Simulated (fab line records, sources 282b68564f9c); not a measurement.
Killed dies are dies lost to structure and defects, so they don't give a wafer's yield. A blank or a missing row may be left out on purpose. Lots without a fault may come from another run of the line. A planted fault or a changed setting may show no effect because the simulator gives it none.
A struck lot beside a sound one | flow rit_cmos | 28 steps out of a route of 202
Sound: wafers L580.1, L580.2, L580.3. Struck: wafers L585.1, L585.3, L585.4. The cause comes at the end.
At each step with rows: each side's tool, then ch and its chambers, then its first start. Under that, the readings that differ: sound wafers | struck wafers | difference of the means | sigmas: that difference in standard deviations of wafers without a fault.
alike: readings whose means differ by less than 2 such deviations, and words and numbers that are the same on both sides. not compared: withheld readings, readings that some wafer has no value for, bounds like >300 that may hide the same value, and numbers for which the record gives no deviation and whose values overlap.
The two part at a step that has a row with sigmas, a row that says differs or no value, or rows on one side only. Numbers that don't overlap but have no deviation are shown without sigmas and don't part them. A reading that every wafer of one side lacks parts them only if that side has two wafers or more.

RIT_ACTIVE_BOW_MEAS_00:
  sound on film_metro-01, day 4 03:00; struck on film_metro-02, day 5 04:00
  alike: INCOMING_BOW
RIT_ACTIVE_OXIDATION_01: target thk 46.8 nm, ox time 3360 s.
  sound on furnace-04 ch 0, day 4 03:29; struck on furnace-04 ch 0, day 5 04:07
  reading                                       | sound             | struck            | difference | sigmas
  model.SiO2_of_ACTIVE_OXIDATION_01.thk_nm (nm) | 47.08 46.48 47.08 | 51.62 52.38 52.61 | +5.32      |
  alike: ox_temp_c_max, zone_power_centre_pct, zone_power_load_pct
RIT_ACTIVE_THK_MEAS_02:
  sound on film_metro-01, day 4 05:25; struck on film_metro-01, day 5 06:03
  reading               | sound          | struck         | difference | sigmas
  ACTIVE_OXIDE_THK (nm) | 47.1 46.4 47.1 | 51.7 52.4 52.6 | +5.4       | +6
then, 1 step without rows for these wafers: RIT_ACTIVE_CVD_03 (deposits Si3N4 from SiH2Cl2/NH3, target thk 150 nm, time 1500 s).
RIT_ACTIVE_THK_MEAS_04:
  sound on film_metro-04, day 4 06:54; struck on film_metro-01, day 5 08:54
  alike: ACTIVE_NITRIDE_THK
then, 6 steps without rows for these wafers: RIT_ACTIVE_HMDS_05 (prime time 60 s); RIT_ACTIVE_COAT_06 (resist thk 1000 nm); RIT_ACTIVE_SOFTBAKE_07 (time 60 s); RIT_ACTIVE_EXPOSE_08 (exposes mask M1, target cd 1400 nm); RIT_ACTIVE_PEB_09; RIT_ACTIVE_DEVELOP_10 (develop time 50 s).
RIT_ACTIVE_CD_MEAS_11: target cd 1400 nm.
  sound on cd_sem-02, day 4 07:56; struck on cd_sem-02, day 5 09:58
  alike: cd_nm
then, 1 step without rows for these wafers: RIT_ACTIVE_HARDBAKE_12 (time 60 s).
RIT_ACTIVE_ETCH_13: etches Si3N4 in SF6, stops on SiO2, time 210 s, target depth 210 nm.
  sound on rie_diel-02 ch 0,2,3, day 4 08:12; struck on rie_diel-01 ch 0,1,2, day 5 10:14
  reading                | sound   | struck      | difference | sigmas
  rf_hours_counter_h (h) | 90 8 49 | 143 147 157 | +100       |
  alike: drypump_motor_current_A, oes_product_au, rf_fwd_power_W, throttle_valve_pct
RIT_ACTIVE_STRIP_14: strips in O2, time 180 s.
  sound on plasma_asher-04 ch 0,1, day 4 08:20; struck on plasma_asher-02 ch 0,1, day 5 10:22
  alike: drypump_motor_current_A
  not compared: rf_hours_counter_h
RIT_ACTIVE_CD_MEAS_90: target cd 1400 nm.
  sound on cd_sem-01, day 4 08:31; struck on cd_sem-01, day 5 10:32
  alike: cd_nm
then, 4 steps without rows for these wafers: RIT_ACTIVE_CLEAN_15 (cleans in SC1, time 600 s); RIT_ACTIVE_CLEAN_16 (cleans in dHF, time 30 s); RIT_ACTIVE_CLEAN_17 (cleans in SC2, time 600 s); RIT_FOX1_OXIDATION_00 (target thk 350.7 nm, ox time 1130 s).
RIT_FOX1_THK_MEAS_01:
  sound on film_metro-03, day 4 11:29; struck on film_metro-03, day 5 13:18
  alike: FOX1_OXIDE_THK
then, 2 steps without rows for these wafers: RIT_FOX1_WET_ETCH_02 (etches SiO2 in BOE, target depth 350 nm, time 390 s); RIT_FOX2_OXIDATION_00 (target thk 350.7 nm, ox time 1130 s).
RIT_FOX2_THK_MEAS_01:
  sound on film_metro-03, day 4 13:05; struck on film_metro-03, day 5 15:41
  alike: FOX2_OXIDE_THK
then, 1 step without rows for these wafers: RIT_FOX2_CLEAN_02 (cleans in dHF, time 180 s).
RIT_FOX2_WET_ETCH_03: etches Si3N4 in H3PO4, target depth 195 nm, time 2700 s.
  sound on wet_bench-03 ch 2, day 4 13:17; struck on wet_bench-03 ch 3, day 5 15:49
  reading                                       | sound             | struck           | difference | sigmas
  model.SiO2_of_ACTIVE_OXIDATION_01.thk_nm (nm) | 40.47 39.53 41.83 | 45.71 45.01 46.6 | +5.16      |
  alike: temp_c
RIT_FOX2_THK_MEAS_90:
  sound on film_metro-04, day 4 14:02; struck on film_metro-03, day 5 17:20
  alike: FIELD_OXIDE_LEFT_1_THK
RIT_M1_PROBE_99:
  sound on prober-02, day 6 05:34; struck on prober-01, day 7 08:34
  reading                             | sound             | struck            | difference | sigmas
  model.etest.nldd.width_nm (nm)      | 3194 3191 3191    | 3124 3121 3122    | -70        |
  model.etest.pldd.width_nm (nm)      | 3220 3188 3198    | 3128 3133 3112    | -78        |
  model.etest.nplus_sal.width_nm (nm) | 3462 3449 3451    | 3385 3444 3405    | -43        |
  model.etest.nmos_narrow.drive_ua_um | 228.4 224.7 233.1 | 207.2 208.9 204.4 | -21.9      |
  model.etest.pmos_narrow.drive_ua_um | 100.8 101 104.4   | 95.53 96.92 92.95 | -6.93      |
  alike: killed_at_front_end, killed_dies, killed_on_rim, killed_open, killed_short
  not compared: model.etest.pplus_sal.width_nm

WHERE THEY PART
Only at RIT_ACTIVE_THK_MEAS_02, within this record. Later steps at which nothing parts them and some readings are alike: RIT_ACTIVE_THK_MEAS_04, RIT_ACTIVE_CD_MEAS_11, RIT_ACTIVE_ETCH_13, RIT_ACTIVE_STRIP_14, RIT_ACTIVE_CD_MEAS_90, RIT_FOX1_THK_MEAS_01, RIT_FOX2_THK_MEAS_01, RIT_FOX2_WET_ETCH_03, RIT_FOX2_THK_MEAS_90, RIT_M1_PROBE_99.

WHY: what the simulator had put in
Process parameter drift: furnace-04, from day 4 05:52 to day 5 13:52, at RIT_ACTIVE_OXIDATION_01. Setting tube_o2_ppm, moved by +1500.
